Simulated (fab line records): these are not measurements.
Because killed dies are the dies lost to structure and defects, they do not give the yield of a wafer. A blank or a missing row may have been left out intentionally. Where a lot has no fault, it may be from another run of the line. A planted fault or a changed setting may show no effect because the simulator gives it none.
Which tool is to blame? | flow berkeleyCmos170 | 14 lots with 42 wafers sampled at 6 steps, on a route of 331 steps

## WHAT THE GAUGES READ, wafer by wafer
UCB170_PLDD_CD_MEAS_06: target cd 1200 nm.
lot  | measured     | on       | cdNm (nm)
L110 | day 7 14:29  | cdSem-01 | 1198.2 1198.4 1199.3
L112 | day 8 05:33  | cdSem-01 | 1200.3 1199.9 1199.6
L113 | day 8 05:52  | cdSem-01 | 1201.9 1201.0 1201.8
L111 | day 8 05:17  | cdSem-02 | 1201.9 1200.8 1201.1
L116 | day 9 07:39  | cdSem-02 | 1198.5 1199.9 1199.1
L118 | day 9 06:28  | cdSem-02 | 1202.2 1201.2 1202.9
L119 | day 9 13:28  | cdSem-02 | 1201.0 1199.9 1201.6
L120 | day 9 13:41  | cdSem-01 | 1199.1 1199.2 1199.5
L124 | day 10 11:08 | cdSem-02 | 1199.7 1200.7 1199.7
L123 | day 10 11:20 | cdSem-01 | 1198.5 1198.2 1198.5
L125 | day 10 12:03 | cdSem-02 | 1198.5 1199.4 1199.5
L127 | day 10 18:55 | cdSem-01 | 1200.8 1199.7 1201.4
L131 | day 11 16:50 | cdSem-02 | 1201.6 1202.2 1201.9
L133 | day 12 03:13 | cdSem-01 | 1200.6 1201.1 1199.1

UCB170_PLDD_TW_MEAS_11.
lot  | measured     | on           | PLDD_TW
L110 | day 7 15:01  | filmMetro-04 | 1009 1006 1007
L112 | day 8 06:07  | filmMetro-02 | 1030 1032 1025
L113 | day 8 06:24  | filmMetro-02 | 1028 1030 1035
L111 | day 8 05:50  | filmMetro-04 | 1015 1018 1009
L116 | day 9 08:12  | filmMetro-04 | 1004 1005 1003
L118 | day 9 07:02  | filmMetro-03 | 1034 1030 1039
L119 | day 9 13:59  | filmMetro-03 | 1035 1029 1041
L120 | day 9 14:14  | filmMetro-04 | 934 929 936
L124 | day 10 11:40 | filmMetro-02 | 1040 1042 1041
L123 | day 10 11:53 | filmMetro-04 | 934 933 929
L125 | day 10 12:36 | filmMetro-03 | 1034 1032 1042
L127 | day 10 19:28 | filmMetro-03 | 1033 1034 1038
L131 | day 11 17:24 | filmMetro-02 | 1035 1037 1033
L133 | day 12 03:46 | filmMetro-04 | 1010 1010 1006

UCB170_SDANNEAL_RS_MEAS_04: measurement is done with a four-point probe.
lot  | measured     | on           | PLDD_RS (ohm/sq)
L110 | day 8 06:24  | filmMetro-04 | 1031.9 1031.3 1029.9
L112 | day 8 19:24  | filmMetro-04 | 1033.4 1034.5 1032.8
L113 | day 8 20:16  | filmMetro-02 | 1035.0 1033.2 1032.6
L111 | day 8 18:38  | filmMetro-04 | 1030.8 1029.4 1031.1
L116 | day 9 20:40  | filmMetro-02 | 1032.7 1034.7 1031.9
L118 | day 9 21:11  | filmMetro-03 | 1033.0 1033.1 1030.9
L119 | day 10 05:04 | filmMetro-03 | 1034.1 1033.1 1029.2
L120 | day 10 05:18 | filmMetro-04 | 1243.8 1245.0 1247.2
L124 | day 11 03:40 | filmMetro-03 | 1029.3 1029.8 1029.5
L123 | day 11 03:19 | filmMetro-04 | 1243.4 1244.5 1244.8
L125 | day 11 03:41 | filmMetro-02 | 1030.4 1030.4 1030.4
L127 | day 11 09:47 | filmMetro-04 | 1034.2 1033.3 1032.7
L131 | day 12 07:20 | filmMetro-02 | 1035.6 1035.1 1034.9
L133 | day 12 17:19 | filmMetro-04 | 1026.4 1029.4 1029.7

## WHICH TOOL RAN EACH LOT (tool, then ch and the chambers of the sampled wafers, then the start)
lot  | UCB170_ACTIVE_ETCH_15            | UCB170_ACTIVE_STRIP_16             | UCB170_PLDD_IMPLANT_08
L110 | rieDiel-04 ch 0,3, day 4 19:25   | plasmaAsher-03 ch 0,1, day 4 19:31 | implanter-02 ch 0, day 7 14:38
L112 | rieDiel-02 ch 0,3, day 5 10:45   | plasmaAsher-04 ch 0,1, day 5 10:51 | implanter-01 ch 0, day 8 05:43
L113 | rieDiel-04 ch 0,1,3, day 5 10:52 | plasmaAsher-02 ch 0,1, day 5 11:01 | implanter-02 ch 0, day 8 06:02
L111 | rieDiel-04 ch 0,1,3, day 5 11:18 | plasmaAsher-02 ch 0,1, day 5 11:24 | implanter-02 ch 0, day 8 05:26
L116 | rieDiel-02 ch 0,1, day 6 13:31   | plasmaAsher-03 ch 0,1, day 6 13:37 | implanter-01 ch 0, day 9 07:48
L118 | rieDiel-01 ch 0,2,3, day 6 20:10 | plasmaAsher-03 ch 0,1, day 6 20:16 | implanter-02 ch 0, day 9 06:38
L119 | rieDiel-01 ch 0,1,3, day 7 05:14 | plasmaAsher-02 ch 0,1, day 7 05:22 | implanter-02 ch 0, day 9 13:38
L120 | rieDiel-02 ch 1,3, day 7 05:28   | plasmaAsher-03 ch 0,1, day 7 05:34 | implanter-04 ch 0, day 9 13:51
L124 | rieDiel-02 ch 2,3, day 7 19:28   | plasmaAsher-03 ch 0,1, day 7 19:34 | implanter-02 ch 0, day 10 11:17
L123 | rieDiel-01 ch 0,1,3, day 7 19:47 | plasmaAsher-03 ch 0, day 7 19:53   | implanter-04 ch 0, day 10 11:30
L125 | rieDiel-01 ch 1,3, day 8 02:43   | plasmaAsher-02 ch 0,1, day 8 02:49 | implanter-02 ch 0, day 10 12:12
L127 | rieDiel-02 ch 0,2,3, day 8 12:40 | plasmaAsher-03 ch 0,1, day 8 12:46 | implanter-02 ch 0, day 10 19:04
L131 | rieDiel-01 ch 0,2, day 9 05:24   | plasmaAsher-03 ch 0,1, day 9 05:30 | implanter-02 ch 0, day 11 17:00
L133 | rieDiel-04 ch 0,3, day 9 15:30   | plasmaAsher-02 ch 0,1, day 9 15:36 | implanter-02 ch 0, day 12 03:22
- UCB170_ACTIVE_ETCH_15: etches Si3N4 in CH3F/Ar/O2, stops on SiO2, target depth 242 nm, time 151 s.
- UCB170_ACTIVE_STRIP_16: strips in O2.
- UCB170_PLDD_IMPLANT_08

## AS READ BY THE TOOLS THEMSELVES (means over the sampled wafers that have a number; for cases with no such wafer, the mark the record gives instead)
UCB170_ACTIVE_ETCH_15.
lot  | tool       | drypumpMotorCurrentA (A) | oesProductAu (a.u.) | throttleValvePct (%)
L110 | rieDiel-04 | 5.4                      | 0.931               | 8.02
L112 | rieDiel-02 | 6.1                      | 0.955               | 8.07
L113 | rieDiel-04 | 5.7                      | 0.923               | 8.03
L111 | rieDiel-04 | 5.7                      | 0.920               | 8.03
L116 | rieDiel-02 | 5.7                      | 0.944               | 8.06
L118 | rieDiel-01 | 5.1                      | 0.941               | 8.03
L119 | rieDiel-01 | 5.2                      | 0.933               | 8.09
L120 | rieDiel-02 | 5.3                      | 0.933               | 8.10
L124 | rieDiel-02 | 5.5                      | 0.932               | 8.16
L123 | rieDiel-01 | 5.2                      | 0.930               | 8.10
L125 | rieDiel-01 | 5.3                      | 0.933               | 8.20
L127 | rieDiel-02 | 5.8                      | 0.934               | 8.11
L131 | rieDiel-01 | 5.1                      | 0.935               | 8.02
L133 | rieDiel-04 | 5.4                      | 0.933               | 7.99

UCB170_ACTIVE_STRIP_16.
lot  | tool           | drypumpMotorCurrentA (A) | oesProductAu (a.u.) | stripTimeToEndpointS (s)
L110 | plasmaAsher-03 | 5.9                      | 0.721               | 18.09
L112 | plasmaAsher-04 | 5.9                      | 0.718               | 17.89
L113 | plasmaAsher-02 | 6.5                      | 0.719               | 18.15
L111 | plasmaAsher-02 | 6.4                      | 0.717               | 18.14
L116 | plasmaAsher-03 | 5.9                      | 0.718               | 18.11
L118 | plasmaAsher-03 | 6.0                      | 0.716               | 18.19
L119 | plasmaAsher-02 | 6.4                      | 0.725               | 18.07
L120 | plasmaAsher-03 | 6.2                      | 0.721               | 18.12
L124 | plasmaAsher-03 | 6.0                      | 0.725               | 18.21
L123 | plasmaAsher-03 | 6.4                      | 0.718               | 18.11
L125 | plasmaAsher-02 | 6.4                      | 0.718               | 18.04
L127 | plasmaAsher-03 | 6.2                      | 0.718               | 18.15
L131 | plasmaAsher-03 | 6.2                      | 0.722               | 18.22
L133 | plasmaAsher-02 | 6.5                      | 0.721               | 18.22

UCB170_PLDD_IMPLANT_08.
lot  | tool         | beamOnS (s) | doseIonsCm2 | faradayCurrentUA | tiltDeg (degrees)
L110 | implanter-02 | 10.06       | 5e+13       | 158              | 6.972
L112 | implanter-01 | 9.96        | 5e+13       | 160              | 7.033
L113 | implanter-02 | 10.02       | 5e+13       | 158              | 7.000
L111 | implanter-02 | 9.90        | 5e+13       | 160              | 7.038
L116 | implanter-01 | 10.06       | 5e+13       | 157              | 7.001
L118 | implanter-02 | 9.93        | 5e+13       | 159              | 7.025
L119 | implanter-02 | 10.05       | 5e+13       | 158              | 6.999
L120 | implanter-04 | 9.91        | 3e+13       | 93               | 6.987
L124 | implanter-02 | 10.05       | 5e+13       | 158              | 7.021
L123 | implanter-04 | 9.96        | 3e+13       | 92               | 6.979
L125 | implanter-02 | 10.13       | 5e+13       | 157              | 6.983
L127 | implanter-02 | 9.94        | 5e+13       | 160              | 6.965
L131 | implanter-02 | 10.03       | 5e+13       | 159              | 6.995
L133 | implanter-02 | 9.92        | 5e+13       | 159              | 7.019

## THE ANSWER, worked out from the rows above alone
Rule: what is usual is taken from the lots themselves. Put in order of their means at a reading, lots are off if they are a third of the lots or fewer, leave a main group of 4 or more, and stand apart from it by a gap of 3 or more times the standard deviation of the main group's means; of several such gaps the widest counts. If all means in a main group match to the digits the tables above print for the reading, that group is not used. A lot without any number at a reading at which 4 lots or more have one is off too. All remaining lots with rows at the step are treated as sound. First the gauges in route order, then the tools' own readings, where a lot's mean is used as printed above. At the first step where some lot is off, the reading lying furthest off is the one used; lots without a number count as furthest.
Off: at UCB170_PLDD_TW_MEAS_11 (PLDD_TW), L120, L123. Main group: mean 1026, sd 13.
If a tool, at a process step before that reading, ran all the lots that are off and no sound lot after the first of them, it fits. The gauges at UCB170_PLDD_TW_MEAS_11 aren't tried: what is off there is off at UCB170_PLDD_IMPLANT_08 too, on other tools, and a gauge's error can't cause that. One fits: implanter-04 at UCB170_PLDD_IMPLANT_08. It ran no sound lot before its first lot that is off in this sample, so the start can't be narrowed down.
The tool's own readings at UCB170_PLDD_IMPLANT_08 bear it out: on the lots that are off they differ by more than 5 times the standard deviation of the sound lots' means. doseIonsCm2 reads 3e+13 there against 5e+13 on the sound lots; faradayCurrentUA reads 92 there against 159 on the sound lots.

## WHAT HAD BEEN PUT IN BY THE SIMULATOR
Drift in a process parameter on implanter-04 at UCB170_PLDD_IMPLANT_08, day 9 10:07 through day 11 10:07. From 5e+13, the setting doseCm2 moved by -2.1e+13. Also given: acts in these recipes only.
Lots struck among those shown: L120, L123. The rule given above showed the same thing.
